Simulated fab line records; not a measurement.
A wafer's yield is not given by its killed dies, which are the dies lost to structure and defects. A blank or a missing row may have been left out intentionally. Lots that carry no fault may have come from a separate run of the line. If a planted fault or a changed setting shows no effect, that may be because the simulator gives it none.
fab line records | flow ritCmos
[record] lots = 5 wafers = 15 lastDay = 7
route steps=202 shown M1@185
lots untouched by any fault: they come from a run of this same line in which no faults occurred
startH: the number of hours between the record's first day and the start of the first shown wafer of the lot | waitH: hours elapsed since this lot's preceding step | " as in the row above | L1.1+2: a row that stands for several wafers | - value missing, or start not given | * or withheld: withheld | < > ~ a bound
route shown NAME@n: NAME is a module with steps in the file, n the number in the route of the first one | usual: the fault-free wafers' mean and standard deviation | same: alike in all rows | chamber/n: place in a boat | sites: per-site readings | _std_site: the values' standard deviation | _edge_site: inner sites' mean taken away from outer sites' mean | radiusMm: for every site, how far away it sits from the centre of the wafer | mask NAME#n: copy n | behind: the tool/chamber that last shaped the wafer | hold: why the lot went on hold/how many hours it stayed there/how the hold came to an end | device: the transistor (n, p or np) that didn't switch | end of line: the same wafers' tests at the end of the route | where a step has no rows: the recipe by itself | killed: count of dies lost to structure and defects at first sort (not the wafer's yield) | map: a wafer's dies, marking killed ones x, the rest . and places with no die _
set.NAME: the setting that was run; set.NAME@STEP: the one run at that earlier step | model.NAME: the simulator's own value behind a step, which no gauge read
lots seen at some steps along the route; tables by step, rows by wafer
services: a tool's chamber out of use, with start hour (startH, from the record's first day; less than 0 if before it), hours out, and reason
[[steps]]
[step RIT_M1_RS_MEAS_01]
[recipe] thkMeasGauge = four-point-probe reads = Al_of_M1_SPUTTER_00
[usual] M1_AL_RS = 0.0735/0.00095
// columns lot.wafer tool chamber startH waitH M1_AL_RS[ohm/sq]
L795.1 filmMetro-04 - 58.57 0.1 0.0736
L795.2 " - " " 0.0733
L795.5 " - " " 0.0726
L804.3 filmMetro-04 - 106.81 0.2 0.0720
L804.4 " - " " 0.0731
L804.6 " - " " 0.0733
L806.4 filmMetro-03 - 113.74 0.2 0.0744
L806.5 " - " " 0.0742
L806.6 " - " " 0.0740
L811.3 filmMetro-02 - 135.18 0.2 0.0730
L811.4 " - " " 0.0732
L811.6 " - " " 0.0721
L815.4 filmMetro-03 - 158.59 0.2 0.0737
L815.5 " - " " 0.0730
L815.6 " - " " 0.0728
[step RIT_M1_THK_MEAS_02]
[recipe] thkMeasGauge = xrf reads = Al_of_M1_SPUTTER_00
[usual] M1_AL_THK = 396/5.4
// columns lot.wafer tool chamber startH waitH M1_AL_THK[nm]
L795.1 filmMetro-04 - 58.69 0.1 397
L795.2 " - " " 399
L795.5 " - " " 404
L804.3 filmMetro-04 - 106.91 0.1 403
L804.4 " - " " 395
L804.6 " - " " 397
L806.4 filmMetro-03 - 113.83 0.1 390
L806.5 " - " " 389
L806.6 " - " " 391
L811.3 filmMetro-02 - 135.28 0.1 399
L811.4 " - " " 396
L811.6 " - " " 400
L815.4 filmMetro-03 - 158.68 0.1 391
L815.5 " - " " 396
L815.6 " - " " 400
[step RIT_M1_HMDS_03]
[recipe] primeTimeS = 60 primeTempC = 140
[step RIT_M1_COAT_04]
[recipe] resist = NOVOLAK spinRpm = 2000 resistThkNm = 1300
[step RIT_M1_SOFTBAKE_05]
[recipe] resist = NOVOLAK tempC = 90 timeS = 60
[step RIT_M1_EXPOSE_06]
[recipe] maskId = M12 na = 0.6 sourceShape = conventional sigmaOuter = 0.5 targetCdNm = 2600 doseMj = 250
[step RIT_M1_PEB_07]
[recipe] resist = NOVOLAK tempC = withheld timeS = withheld
[step RIT_M1_DEVELOP_08]
[recipe] resist = NOVOLAK developTimeS = 68 devTempC = 23.77
[step RIT_M1_CD_MEAS_09]
[recipe] targetCdNm = 2600
[usual] cdNm = 2600.0/2.3
// columns lot.wafer tool chamber startH waitH cdNm
L795.1 cdSem-02 - 59.63 - 2600.9
L795.2 " - " " 2599.5
L795.5 " - " " 2601.8
L804.3 cdSem-02 - 107.87 - 2599.1
L804.4 " - " " 2601.2
L804.6 " - " " 2599.8
L806.4 cdSem-01 - 114.92 - 2601.9
L806.5 " - " " 2599.2
L806.6 " - " " 2601.9
L811.3 cdSem-01 - 136.40 - 2595.6
L811.4 " - " " 2597.2
L811.6 " - " " 2598.3
L815.4 cdSem-01 - 159.65 - 2604.0
L815.5 " - " " 2601.6
L815.6 " - " " 2604.8
[step RIT_M1_OVL_MEAS_10]
[usual] M1_OVL = -0.4/1.5
// columns lot.wafer tool chamber startH waitH M1_OVL[nm]
L795.1 overlay-01 - 59.75 0.1 -2.2
L795.2 " - " " -1.7
L795.5 " - " " -1.5
L804.3 overlay-01 - 107.96 0.1 -0.6
L804.4 " - " " -0.3
L804.6 " - " " -1.2
L806.4 overlay-02 - 115.00 0.1 -0.5
L806.5 " - " " -1.3
L806.6 " - " " -0.4
L811.3 overlay-01 - 136.50 0.1 -0.8
L811.4 " - " " -1.6
L811.6 " - " " -1.1
L815.4 overlay-02 - 159.73 0.1 0.1
L815.5 " - " " -0.3
L815.6 " - " " -0.8
[step RIT_M1_HARDBAKE_11]
[recipe] resist = NOVOLAK tempC = 140 timeS = 120
[step RIT_M1_METAL_ETCH_12]
[recipe] stopOn = SiO2 chemistry = Cl2/BCl3 target = Al timeS = 165 overEtchFrac = 0.5 pressureMtorr = 100 targetDepthA = 6000 rfW = 250 Cl2_flow_sccm = 60 bcl3FlowSccm = 50
[usual] bcl3FlowSccm = 50.01/0.15 drypumpMotorCurrentA = 5.70/0.27 oesProductAu = 0.773/0.014 rfFwdPowerW = 248.9/0.8 throttleValvePct = 8.36/0.1
[same] overEtchFrac = 0.5
// columns lot.wafer tool chamber startH waitH bcl3FlowSccm drypumpMotorCurrentA oesProductAu rfFwdPowerW rfHoursCounterH throttleValvePct
L795.1 rieMetal-03 1 60.03 0.2 50.14 5.33 0.769 248.5 4 8.22
L795.2 " 0 " " 50.25 5.63 0.763 249.2 4 8.34
L795.5 " 1 " " 50.22 5.30 0.778 248.9 - 8.21
L804.3 rieMetal-03 0 108.44 0.2 49.75 5.62 0.782 247.9 - 8.32
L804.4 " 1 " " 50.29 5.34 0.770 248.7 - 8.22
L804.6 " 1 " " 50.10 5.31 0.779 249.7 - 8.21
L806.4 rieMetal-02 1 115.32 0.1 50.00 5.74 0.779 249.5 - 8.48
L806.5 " 0 " " 49.80 6.10 0.754 250.7 - 8.32
L806.6 " 1 " " 50.07 5.73 0.786 249.6 - 8.48
L811.3 rieMetal-02 1 136.82 0.2 49.84 5.75 0.789 249.0 - 8.50
L811.4 " 0 " " 50.13 6.12 0.756 248.6 - 8.31
L811.6 " 1 " " 50.13 5.75 0.779 249.0 - 8.49
L815.4 rieMetal-04 1 160.13 0.1 50.16 5.60 0.781 250.0 - 8.49
L815.5 " 1 " " 50.28 5.60 0.785 248.4 - 8.50
L815.6 " 0 " " 49.84 5.88 0.775 248.6 - 8.38
[step RIT_M1_STRIP_13]
[recipe] chemistry = nmp resist = NOVOLAK tempC = 80 timeS = 600 dry = n2Spin
// columns lot.wafer tool chamber startH waitH
L795.1+2+5 wetBench-02 0 60.19 0.1
L804.3+4+6 wetBench-02 0 108.55 0.1
L806.4+5+6 wetBench-02 3 115.43 0.1
L811.3+4+6 wetBench-01 1 136.93 0.1
L815.4+5+6 wetBench-01 3 160.23 0.1
[step RIT_M1_STRIP_14]
[recipe] chemistry = O2 timeS = 180 platenTempC = withheld powerW = 500 pressureMtorr = 4000 o2FlowSccm = 4000
[usual] drypumpMotorCurrentA = 5.6/0.37 rfReflPowerW = 6.9/1.7
// columns lot.wafer tool chamber startH waitH drypumpMotorCurrentA rfHoursCounterH rfReflPowerW
L795.1 plasmaAsher-03 1 60.38 0.0 6.1 41 6.0
L795.2 " 0 " " 5.7 41 10.2
L795.5 " 1 " " 6.0 - 6.1
L804.3 plasmaAsher-01 1 108.79 0.1 5.6 - 5.8
L804.4 " 0 " " 6.1 - 5.3
L804.6 " 0 " " 6.1 - 5.2
L806.4 plasmaAsher-04 0 115.66 0.1 5.0 - 6.1
L806.5 " 0 " " 5.0 - 6.3
L806.6 " 1 " " 5.6 - 5.3
L811.3 plasmaAsher-01 0 137.18 0.1 6.1 - 5.3
L811.4 " 1 " " 5.7 - 5.8
L811.6 " 1 " " 5.7 - 5.8
L815.4 plasmaAsher-01 0 160.47 0.1 6.1 - 5.3
L815.5 " 0 " " 6.1 - 5.3
L815.6 " 1 " " 5.6 - 5.9
[step RIT_M1_CD_MEAS_90]
[recipe] targetCdNm = 2600
[usual] cdNm = 2600.3/2.9
// columns lot.wafer tool chamber startH waitH cdNm
L795.1 cdSem-01 - 60.56 0.1 2603.1
L795.2 " - " " 2601.1
L795.5 " - " " 2602.5
L804.3 cdSem-02 - 108.94 0.1 2598.1
L804.4 " - " " 2601.9
L804.6 " - " " 2601.2
L806.4 cdSem-01 - 115.84 0.1 2603.0
L806.5 " - " " 2599.9
L806.6 " - " " 2602.5
L811.3 cdSem-02 - 137.34 0.1 2598.0
L811.4 " - " " 2596.9
L811.6 " - " " 2600.8
L815.4 cdSem-01 - 160.64 0.1 2606.2
L815.5 " - " " 2602.9
L815.6 " - " " 2602.7
[step RIT_M1_ANNEAL_15]
[recipe] tempC = 450 timeS = 1800 ambient = forming_gas_H2N2
[step RIT_M1_BOW_MEAS_16]
[recipe] mode = bow
[usual] M1_BOW = 17/7.6
// columns lot.wafer tool chamber startH waitH M1_BOW[um]
L795.1 filmMetro-04 - 62.18 0.0 22
L795.2 " - " " 25
L795.5 " - " " 13
L804.3 filmMetro-04 - 110.56 0.0 20
L804.4 " - " " 15
L804.6 " - " " 17
L806.4 filmMetro-03 - 117.46 0.1 32
L806.5 " - " " 13
L806.6 " - " " 17
L811.3 filmMetro-03 - 138.96 0.0 21
L811.4 " - " " 14
L811.6 " - " " 5
L815.4 filmMetro-04 - 162.26 0.1 20
L815.5 " - " " 26
L815.6 " - " " 30
[step RIT_M1_PROBE_99]
[usual] defectLimitedYield = 97.1/1.2 killed_at_M0_to_M3 = 0.0/0.12 killedAtContacts = 0.1/0.31 killedAtFrontEnd = 8/3.1 killedDies = 8/3.2 killedOpen = 3.9/2.2 killedShort = 3.8/2.1 sort_bin_3_pad_short = 0.1/0.23 sort_bin_5_function = 1.7/0.86 sort_bin_6_memory = 1.1/0.7 sortNPass = 256/3.2 sortYieldPct = 97.1/1.2
[same] grossDies = 264 killed_at_M4_up = 0 killedAtBackSide = 0 killedAtOther = 0
// columns lot.wafer tool chamber startH waitH defectLimitedYield[%] killed_at_M0_to_M3 killedAtContacts killedAtFrontEnd killedDies killedOpen killedShort sort_bin_3_pad_short[%] sort_bin_5_function[%] sort_bin_6_memory[%] sortNPass sortYieldPct[%] model.etest.tester.sortNPass model.etest.tester.sortYieldPct model.etest.tester.sort_bin_5_pct model.etest.tester.sort_bin_3_pct model.etest.tester.sort_bin_6_pct
L795.1 prober-02 - 62.30 0.1 96.2 0 0 10 10 6 4 0.4 2.3 1.1 254 96.2 254 96.21 2.273 0.3788 1.136
L795.2 prober-02 - 62.35 0.1 98.1 0 0 5 5 3 2 0 1.1 0.8 259 98.1 259 98.11 1.136 0 0.7576
L795.5 prober-02 - 62.50 0.2 96.2 0 0 10 10 5 5 0.4 2.3 1.1 254 96.2 254 96.21 2.273 0.3788 1.136
L804.3 prober-01 - 110.74 0.2 98.1 0 0 5 5 4 1 0 1.1 0.8 259 98.1 259 98.11 1.136 0 0.7576
L804.4 prober-01 - 110.79 0.2 95.1 0 0 13 13 9 4 0.4 2.7 1.9 251 95.1 251 95.08 2.652 0.3788 1.894
L804.6 prober-01 - 110.89 0.2 96.2 0 2 8 10 6 4 0.4 2.7 0.8 254 96.2 254 96.21 2.652 0.3788 0.7576
L806.4 prober-01 - 117.67 0.2 82.6 38 0 8 46 4 4 5.7 8.0 3.8 218 82.6 218 82.58 7.955 5.682 3.788
L806.5 prober-01 - 117.72 0.2 82.2 42 0 5 47 1 4 7.2 7.6 3.0 217 82.2 217 82.2 7.576 7.197 3.03
L806.6 prober-01 - 117.77 0.2 82.2 42 0 5 47 2 3 4.2 11.7 1.9 217 82.2 217 82.2 11.74 4.167 1.894
L811.3 prober-02 - 139.14 0.2 97.0 0 0 8 8 5 3 0 1.9 1.1 256 97.0 256 96.97 1.894 0 1.136
L811.4 prober-02 - 139.19 0.2 95.8 0 0 11 11 5 6 0.4 1.9 1.9 253 95.8 253 95.83 1.894 0.3788 1.894
L811.6 prober-02 - 139.29 0.2 98.1 0 0 5 5 3 2 0 0.8 1.1 259 98.1 259 98.11 0.7576 0 1.136
L815.4 prober-02 - 162.47 0.2 99.2 0 0 2 2 1 1 0 0.8 0 262 99.2 262 99.24 0.7576 0 0
L815.5 prober-02 - 162.52 0.2 98.5 0 0 4 4 0 4 0.4 0.4 0.8 260 98.5 260 98.48 0.3788 0.3788 0.7576
L815.6 prober-02 - 162.57 0.2 98.1 0 0 5 5 3 2 0 0.8 1.1 259 98.1 259 98.11 0.7576 0 1.136
// killed by level:class
L795.1 GATE:geometricParticle:open=2 SPACER:geometricParticle:open=2 FOX1:geometricParticle:open=1 FOX1:geometricParticle:short=1 FOX2:geometricParticle:short=1 REOX:geometricParticle:short=1 REOX:geometricParticle:open=1 SILICIDE:geometricParticle:short=1
L795.2 SILICIDE:geometricParticle:open=3 FOX1:geometricParticle:short=1 FOX2:geometricParticle:short=1
L795.5 FOX1:geometricParticle:short=3 FOX2:geometricParticle:open=3 FOX2:geometricParticle:short=2 GATE:geometricParticle:open=2
L804.3 GATE:geometricParticle:open=3 FOX2:geometricParticle:open=1 GATE:geometricParticle:short=1
L804.4 GATE:geometricParticle:open=4 FOX1:geometricParticle:open=2 SPACER:geometricParticle:short=2 SILICIDE:geometricParticle:open=2 FOX2:geometricParticle:open=1 GATE:geometricParticle:short=1 SILICIDE:geometricParticle:short=1
L804.6 GATE:geometricParticle:open=4 FOX1:geometricParticle:short=1 GATE:geometricParticle:short=1 SPACER:geometricParticle:open=1 SILICIDE:geometricParticle:short=1 CONTACT:geometricParticle:open=1 CONTACT:geometricParticle:short=1
L806.4 M1:unspecified=38 GATE:geometricParticle:short=2 SILICIDE:geometricParticle:open=2 FOX1:geometricParticle:open=1 FOX1:geometricParticle:short=1 GATE:geometricParticle:open=1 REOX:geometricParticle:short=1
L806.5 M1:unspecified=42 GATE:geometricParticle:short=2 FOX1:geometricParticle:short=1 FOX2:geometricParticle:short=1 GATE:geometricParticle:open=1
L806.6 M1:unspecified=42 FOX1:geometricParticle:open=2 FOX1:geometricParticle:short=1 GATE:geometricParticle:short=1 SPACER:geometricParticle:short=1
L811.3 GATE:geometricParticle:open=5 REOX:geometricParticle:short=2 FOX1:geometricParticle:short=1
L811.4 GATE:geometricParticle:open=2 SPACER:geometricParticle:short=2 FOX1:geometricParticle:open=1 FOX2:geometricParticle:short=1 GATE:geometricParticle:short=1 REOX:geometricParticle:open=1 REOX:geometricParticle:short=1 SPACER:geometricParticle:open=1
L811.6 GATE:geometricParticle:open=3 FOX2:geometricParticle:short=1 REOX:geometricParticle:short=1
L815.4 SPACER:geometricParticle:open=1 SILICIDE:geometricParticle:short=1
L815.5 FOX1:geometricParticle:short=2 GATE:geometricParticle:short=1 REOX:geometricParticle:short=1
L815.6 GATE:geometricParticle:open=2 FOX1:geometricParticle:open=1 GATE:geometricParticle:short=1 REOX:geometricParticle:short=1
// map L806.5 (x killed, . not)
________......._______
_____.............____
____...xxx.........___
___...x.xxxxx.......__
__....xxxxxxxx...x..._
__....xxxxxxxx......._
_.....xxxxxxxx.x......
_.....xxxxxx.........x
_........xx..x.x......
_................x....
__..................._
__..................._
___.................__
____...............___
_____.............____
________......._______
// map L804.4 (x killed, . not)
________x......_______
_____.x...........____
____...x...........___
___.............x...__
__..................._
__................x.._
_.....................
_.x...................
_.................x...
_.....................
__x.................._
__...........x..x...._
___.................__
____...............___
_____.x......x....____
________.x....._______
[[services]]
// columns tool chamber startH hours kind
plasmaAsher-01 - 55.06 1.2 repair
wetBench-01 - 63.10 2.8 repair
plasmaAsher-01 - 108.90 9.0 pm
plasmaAsher-01 0 108.90 9.0 ventCycle
plasmaAsher-01 1 108.90 9.0 ventCycle
plasmaAsher-01 0 117.90 - clean
plasmaAsher-01 1 117.90 - clean
rieMetal-02 - 119.93 2.8 pm
rieMetal-03 0 129.02 22.0 repair
rieMetal-03 - 131.20 0.5 repair
plasmaAsher-04 - 132.08 5.2 repair
rieMetal-04 - 136.12 20.0 pm
rieMetal-04 0 136.12 20.0 ventCycle
rieMetal-04 1 136.12 20.0 ventCycle
rieMetal-04 0 156.12 - clean
rieMetal-04 1 156.12 - clean
[[key]]
[firstSign] step = RIT_M1_PROBE_99 reading = killed_at_M0_to_M3 direction = up sigmas = 41 usual = 0.0 struck = 40.7
[effect] step = RIT_M1_PROBE_99 reading = sort_bin_3_pad_short direction = up sigmas = 15 usual = 0.1 struck = 5.7
[modelEffect] step = RIT_M1_PROBE_99 value = etest.tester.sortNPass without = 257 struck = 217.3
metAt RIT_M1_STRIP_13
struckWafers L806.4,L806.5,L806.6
alsoFits RIT_M1_STRIP_14:plasmaAsher-04
[fault] kind = chamberParticleSource tool = wetBench-02 chamber = 3 onsetH = 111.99 steps = RIT_M1_STRIP_13 ratePerVisitCm2 = 2.081 endH = 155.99
